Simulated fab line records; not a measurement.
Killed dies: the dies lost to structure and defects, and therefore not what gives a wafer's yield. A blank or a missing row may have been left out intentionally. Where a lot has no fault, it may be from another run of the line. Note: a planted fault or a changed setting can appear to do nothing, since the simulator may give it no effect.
The tool behind it: which one? -- flow berkeley cmos170 -- 14 lots, 42 wafers sampled, at 4 steps of a route of 331

## WHAT THE GAUGES READ, wafer by wafer
UCB170_V2_THK_MEAS_01. Usual: V2_TEOS_THK typically reads 2005 nm, with standard deviation 32.
lot,measured,on,V2_TEOS_THK (nm),flag
L490,day 8 13:52,film metro-03,2013 1986 2068,
L492,day 8 22:13,film metro-04,1978 2049 2024,
L491,day 8 22:50,film metro-03,1965 2033 1992,
L493,day 9 10:53,film metro-04,2017 2011 2026,
L495,day 9 13:15,film metro-04,2004 2058 2050,
L496,day 10 01:43,film metro-02,1957 2071 2005,
L498,day 10 13:17,film metro-04,2008 2001 2010,
L501,day 11 04:27,film metro-02,1962 2024 2018,
L507,day 12 10:42,film metro-02,1964 1974 2019,
L508,day 12 10:25,film metro-04,2032 2037 2014,
L510,day 12 10:38,film metro-03,2003 2028 2033,
L513,day 13 02:44,film metro-02,2008 2057 2012,

UCB170_V2_CD_MEAS_12: the cd target is 700 nm. Usual: cd nm 700.2 nm, standard deviation 1.5.
lot,measured,on,cd nm (nm),flag
L490,day 8 15:36,cd sem-02,699.2 700.5 698.5,
L492,day 9 00:20,cd sem-01,698.5 698.3 697.8,
L491,day 9 00:28,cd sem-02,700.7 701.4 701.0,
L493,day 9 12:28,cd sem-01,698.8 699.4 700.6,
L495,day 9 14:53,cd sem-01,701.1 700.2 700.7,
L496,day 10 03:24,cd sem-02,699.8 698.5 698.8,
L498,day 10 15:20,cd sem-02,699.1 697.5 700.8,
L501,day 11 06:10,cd sem-02,698.5 698.1 698.7,
L507,day 12 12:27,cd sem-01,701.7 701.7 703.4,
L508,day 12 12:07,cd sem-02,702.3 701.4 701.3,
L510,day 12 12:17,cd sem-02,702.8 702.2 701.4,
L513,day 13 05:22,cd sem-02,700.7 701.1 700.9,

## WHICH TOOL RAN EACH LOT (tool, then ch and the chambers of the sampled wafers, then the start)
lot,UCB170_NWELL_STRIP_15,UCB170_CONTACT_RTA_08
L490,"plasma asher-04 ch 0,1, day 2 08:05","rtp anneal-01 ch 0, day 7 23:51"
L492,"plasma asher-04 ch 1, day 2 17:01","rtp anneal-02 ch 0, day 8 10:18"
L491,"plasma asher-01 ch 0, day 2 17:05","rtp anneal-01 ch 0, day 8 10:56"
L493,"plasma asher-02 ch 0, day 3 00:04","rtp anneal-02 ch 0, day 8 23:02"
L495,"plasma asher-04 ch 0,1, day 3 09:34","rtp anneal-02 ch 0, day 9 01:26"
L496,"plasma asher-02 ch 0,1, day 3 21:30","rtp anneal-01 ch 0, day 9 12:47"
L497,"plasma asher-04 ch 0,1, day 3 21:33","rtp anneal-02, day 9 13:24"
L498,"plasma asher-04 ch 0,1, day 4 02:50","rtp anneal-01 ch 0, day 10 01:13"
L500,"plasma asher-04 ch 0,1, day 4 12:18","rtp anneal-01, day 9 23:32"
L501,"plasma asher-04 ch 0,1, day 4 23:07","rtp anneal-01 ch 0, day 10 16:07"
L507,"plasma asher-04 ch 0,1, day 6 07:52","rtp anneal-01 ch 0, day 11 20:22"
L508,"plasma asher-01 ch 0,1, day 6 08:08","rtp anneal-02 ch 0, day 11 20:14"
L510,"plasma asher-02 ch 0, day 6 22:13","rtp anneal-02 ch 0, day 11 21:41"
L513,"plasma asher-04 ch 0,1, day 7 09:43","rtp anneal-01 ch 0, day 12 14:27"
- UCB170_NWELL_STRIP_15: strips in O2.
- UCB170_CONTACT_RTA_08: time 10 s.

## WHAT THE TOOLS THEMSELVES READ (means of the sampled wafers that have a number; where no wafer has one, the mark that the record gives instead)
UCB170_NWELL_STRIP_15. Usual: drypump motor current A 5.90 A, standard deviation 0.22; oes product au 0.721 a.u., standard deviation 0.0044; strip time to endpoint s 17.97 s, standard deviation 0.078.
lot,tool,drypump motor current A (A),oes product au (a.u.),strip time to endpoint s (s),flag
L490,plasma asher-04,5.78,0.724,18.02,
L492,plasma asher-04,5.74,0.717,17.97,
L491,plasma asher-01,6.23,0.723,18.10,
L493,plasma asher-02,6.06,0.718,17.96,
L495,plasma asher-04,5.78,0.719,17.90,
L496,plasma asher-02,6.21,0.722,18.00,
L497,plasma asher-04,5.78,0.722,17.78,
L498,plasma asher-04,5.79,0.718,17.92,
L500,plasma asher-04,5.80,0.723,17.95,
L501,plasma asher-04,5.77,0.721,17.88,
L507,plasma asher-04,5.75,0.717,18.04,
L508,plasma asher-01,6.05,0.723,17.90,
L510,plasma asher-02,6.09,0.720,17.86,
L513,plasma asher-04,5.79,0.720,18.01,

UCB170_CONTACT_RTA_08. Usual: anneal temp c max 905.6, standard deviation 2.4; chamber o2 ppm 2.002, standard deviation 0.021; lamp power pct 25.3 %, standard deviation 0.59; wafer_temp_C_max 904.3, standard deviation 1.
lot,tool,anneal temp c max,chamber o2 ppm,lamp power pct (%),wafer_temp_C_max,flag
L490,rtp anneal-01,903.0,2.032,24.7,904.8,
L492,rtp anneal-02,906.7,1.993,25.9,903.7,
L491,rtp anneal-01,903.5,2.008,24.7,905.0,
L493,rtp anneal-02,908.2,1.999,25.9,903.5,
L495,rtp anneal-02,907.9,1.980,25.9,903.6,
L496,rtp anneal-01,903.0,2.020,24.7,904.1,
L497,rtp anneal-02,-,-,-,-,OFF
L498,rtp anneal-01,903.5,1.997,24.7,905.0,
L500,rtp anneal-01,-,-,-,-,OFF
L501,rtp anneal-01,903.4,1.999,24.7,903.6,
L507,rtp anneal-01,902.9,2.009,24.7,904.9,
L508,rtp anneal-02,907.6,2.019,25.9,903.9,
L510,rtp anneal-02,908.0,1.988,25.9,903.3,
L513,rtp anneal-01,902.7,2.002,24.7,904.1,

## THE ANSWER, worked out from the rows above alone
Rule: take the mean of a lot's wafers that have a number; if it is more than 3 standard deviations from the usual mean, the lot is off. Also off: a lot with no number at a reading for which 4 or more lots have one. The other lots that the step has rows for count as sound. First the gauges in route order, then the tools' own readings, where a lot's mean is used as printed above. At the first step where some lot is off, the reading lying furthest off is the one used; lots without a number count as furthest.
Off, at UCB170_CONTACT_RTA_08 on anneal temp c max: L497, L500. Without a number there: L497, L500.
A tool fits if, at that step or a process step before it, it ran every lot that is off, and no sound lot after the first of them. None of those tried fits.

## WHAT HAD BEEN PUT IN BY THE SIMULATOR
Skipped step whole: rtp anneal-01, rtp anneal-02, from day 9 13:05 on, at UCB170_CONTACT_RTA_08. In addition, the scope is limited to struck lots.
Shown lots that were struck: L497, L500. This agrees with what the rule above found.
